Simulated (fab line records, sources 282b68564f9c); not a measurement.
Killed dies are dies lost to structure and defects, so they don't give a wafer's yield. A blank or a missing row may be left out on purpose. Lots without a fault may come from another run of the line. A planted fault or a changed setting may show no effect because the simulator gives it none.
fab line records | flow rit_cmos
record lots=14 wafers=42 last_day=7
route steps=202 shown FOX2@25
lots that met no fault: from a run of the same line without faults
start_h: hours from the record's first day to the start of the lot's first wafer shown | wait_h: hours since the lot's step before | " the same as in the row above | L1.1+2: a row that stands for several wafers | - no value, or no start given | * or withheld: withheld | < > ~ a bound
route shown NAME@n: a module of which the file shows steps, and the number in the route of the first | usual: mean/standard deviation of fault-free wafers | same: alike in all rows | chamber/n: place in a boat | sites: the reading at each site | _std_site: their standard deviation | _edge_site: outer sites' mean less inner sites' | radius_mm: how far each site lies from the wafer's centre | mask NAME#n: copy n | behind: the tool/chamber that last shaped the wafer | hold: why the lot was held/for how many hours/how that ended | device: the transistor (n, p or np) that didn't switch | end of line: the same wafers' tests at the end of the route | a step without rows: its recipe alone | killed: dies lost to structure and defects at the first sort, not the wafer's yield | map: a wafer's dies, x killed, . not, _ none there
set.NAME: the setting as run; set.NAME@STEP: as run at that earlier step | model.NAME: the simulator's own value behind a step, which no gauge read
steps of the route over a sample of lots; a table a step, a row a wafer
services: from which hour (start_h, from the record's first day; less than 0 if before it) a tool's chamber was out of use, for how many hours, and why
## steps
# step RIT_FOX2_CLEAN_02
# recipe chemistry=dHF dilution=50:1 time_s=180
# usual run_length_s=206.2/2.5
# columns lot.wafer tool chamber start_h wait_h run_length_s
L796.2 wet_bench-04 1 24.76 0.0 203.8
L796.5 " 1 " " 203.8
L796.6 " 1 " " 203.8
L797.2 wet_bench-04 2 30.70 0.0 205.5
L797.5 " 2 " " 205.5
L797.6 " 2 " " 205.5
L798.2 wet_bench-04 2 34.82 0.0 205.6
L798.5 " 2 " " 205.6
L798.6 " 2 " " 205.6
L799.3 wet_bench-03 1 40.10 0.0 206.5
L799.4 " 1 " " 206.5
L799.5 " 1 " " 206.5
L800.2 wet_bench-03 0 44.52 0.0 203.4
L800.5 " 0 " " 203.4
L800.6 " 0 " " 203.4
L801.2 wet_bench-04 1 50.80 0.0 210.6
L801.5 " 1 " " 210.6
L801.6 " 1 " " 210.6
L802.1 wet_bench-03 1 58.81 0.1 206.0
L802.4 " 1 " " 206.0
L802.6 " 1 " " 206.0
L804.2 wet_bench-03 0 65.11 0.0 203.7
L804.5 " 0 " " 203.7
L804.6 " 0 " " 203.7
L805.1 wet_bench-02 0 70.39 0.1 207.9
L805.5 " 0 " " 207.9
L805.6 " 0 " " 207.9
L806.1 wet_bench-02 3 76.06 0.1 208.1
L806.4 " 3 " " 208.1
L806.6 " 3 " " 208.1
L807.3 wet_bench-02 3 80.65 0.0 207.1
L807.4 " 3 " " 207.1
L807.6 " 3 " " 207.1
L811.1 wet_bench-04 1 101.32 0.1 383.1
L811.4 " 1 " " 383.1
L811.5 " 1 " " 383.1
L812.1 wet_bench-04 2 104.97 0.1 386.6
L812.5 " 2 " " 386.6
L812.6 " 2 " " 386.6
L816.3 wet_bench-02 0 125.49 0.0 205.5
L816.4 " 0 " " 205.5
L816.5 " 0 " " 205.5
# step RIT_FOX2_THK_MEAS_90
# recipe reads=SiO2_of_FOX2_OXIDATION_00
# usual FIELD_OXIDE_LEFT_1_THK=322/6.5
# columns lot.wafer tool chamber start_h wait_h FIELD_OXIDE_LEFT_1_THK[nm]
L796.2 film_metro-01 - 25.65 0.0 326
L796.5 " - " " 323
L796.6 " - " " 328
L797.2 film_metro-03 - 31.53 0.0 326
L797.5 " - " " 326
L797.6 " - " " 326
L798.2 film_metro-04 - 35.65 0.0 335
L798.5 " - " " 329
L798.6 " - " " 335
L799.3 film_metro-03 - 40.93 0.0 324
L799.4 " - " " 318
L799.5 " - " " 320
L800.2 film_metro-01 - 45.34 0.0 322
L800.5 " - " " 326
L800.6 " - " " 328
L801.2 film_metro-03 - 51.64 0.0 317
L801.5 " - " " 315
L801.6 " - " " 322
L802.1 film_metro-01 - 59.69 0.0 328
L802.4 " - " " 326
L802.6 " - " " 327
L804.2 film_metro-03 - 65.94 0.0 329
L804.5 " - " " 323
L804.6 " - " " 320
L805.1 film_metro-03 - 71.21 0.0 320
L805.5 " - " " 320
L805.6 " - " " 316
L806.1 film_metro-03 - 76.88 0.0 308
L806.4 " - " " 317
L806.6 " - " " 313
L807.3 film_metro-04 - 81.48 0.0 316
L807.4 " - " " 312
L807.6 " - " " 323
L811.1 film_metro-04 - 102.14 0.0 303
L811.4 " - " " 308
L811.5 " - " " 309
L812.1 film_metro-04 - 105.79 0.0 306
L812.5 " - " " 300
L812.6 " - " " 307
L816.3 film_metro-01 - 126.33 0.0 321
L816.4 " - " " 323
L816.5 " - " " 327
# step RIT_FOX2_THK_MEAS_91
# recipe reads=SiO2_of_FOX2_OXIDATION_00
# usual FIELD_OXIDE_LEFT_2_THK=254/6.5
# columns lot.wafer tool chamber start_h wait_h FIELD_OXIDE_LEFT_2_THK[nm]
L796.2 film_metro-04 - 39.35 0.0 258
L796.5 " - " " 255
L796.6 " - " " 260
L797.2 film_metro-01 - 43.90 0.0 258
L797.5 " - " " 258
L797.6 " - " " 258
L798.2 film_metro-03 - 49.18 0.0 266
L798.5 " - " " 261
L798.6 " - " " 267
L799.3 film_metro-03 - 54.13 0.0 256
L799.4 " - " " 250
L799.5 " - " " 251
L800.2 film_metro-01 - 57.83 0.0 255
L800.5 " - " " 258
L800.6 " - " " 260
L801.2 film_metro-03 - 65.31 0.0 249
L801.5 " - " " 246
L801.6 " - " " 253
L802.1 film_metro-01 - 72.21 0.0 261
L802.4 " - " " 258
L802.6 " - " " 260
L804.2 film_metro-01 - 78.46 0.0 261
L804.5 " - " " 255
L804.6 " - " " 252
L805.1 film_metro-03 - 84.88 0.0 251
L805.5 " - " " 251
L805.6 " - " " 247
L806.1 film_metro-03 - 89.55 0.0 240
L806.4 " - " " 249
L806.6 " - " " 245
L807.3 film_metro-03 - 94.83 0.0 247
L807.4 " - " " 243
L807.6 " - " " 254
L811.1 film_metro-03 - 115.44 0.0 235
L811.4 " - " " 240
L811.5 " - " " 241
L812.1 film_metro-01 - 118.66 0.0 238
L812.5 " - " " 232
L812.6 " - " " 239
L816.3 film_metro-01 - 139.22 0.0 253
L816.4 " - " " 254
L816.5 " - " " 259
## services
# columns tool chamber start_h hours kind
wet_bench-03 - 17.38 20.0 repair
wet_bench-03 - 78.89 1.9 pm
## key
first_sign step=RIT_FOX2_CLEAN_02 reading=run_length_s direction=up sigmas=70 usual=* struck=*
effect step=RIT_FOX2_THK_MEAS_90 reading=FIELD_OXIDE_LEFT_1_THK direction=down sigmas=2.6 usual=322 struck=306
effect step=RIT_FOX2_THK_MEAS_91 reading=FIELD_OXIDE_LEFT_2_THK direction=down sigmas=2.5 usual=254 struck=238
met_at RIT_FOX2_CLEAN_02
struck_lots L811,L812
tester_left_out L811,L812
onset_between 50.80 101.32
fault kind=process_parameter_drift tool=wet_bench-04 chamber=- onset_h=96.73 steps=RIT_FOX2_CLEAN_02 channel=time_s offset=* shape=step end_h=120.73 acts_in=* stated=*
# tester_left_out: of these lots the tester's yield and bins aren't shown, on N5 and GAA mostly nor the transistor test; their killed dies are dies lost to structure and defects alone, not to doping, threshold or leakage, so they don't give the yield
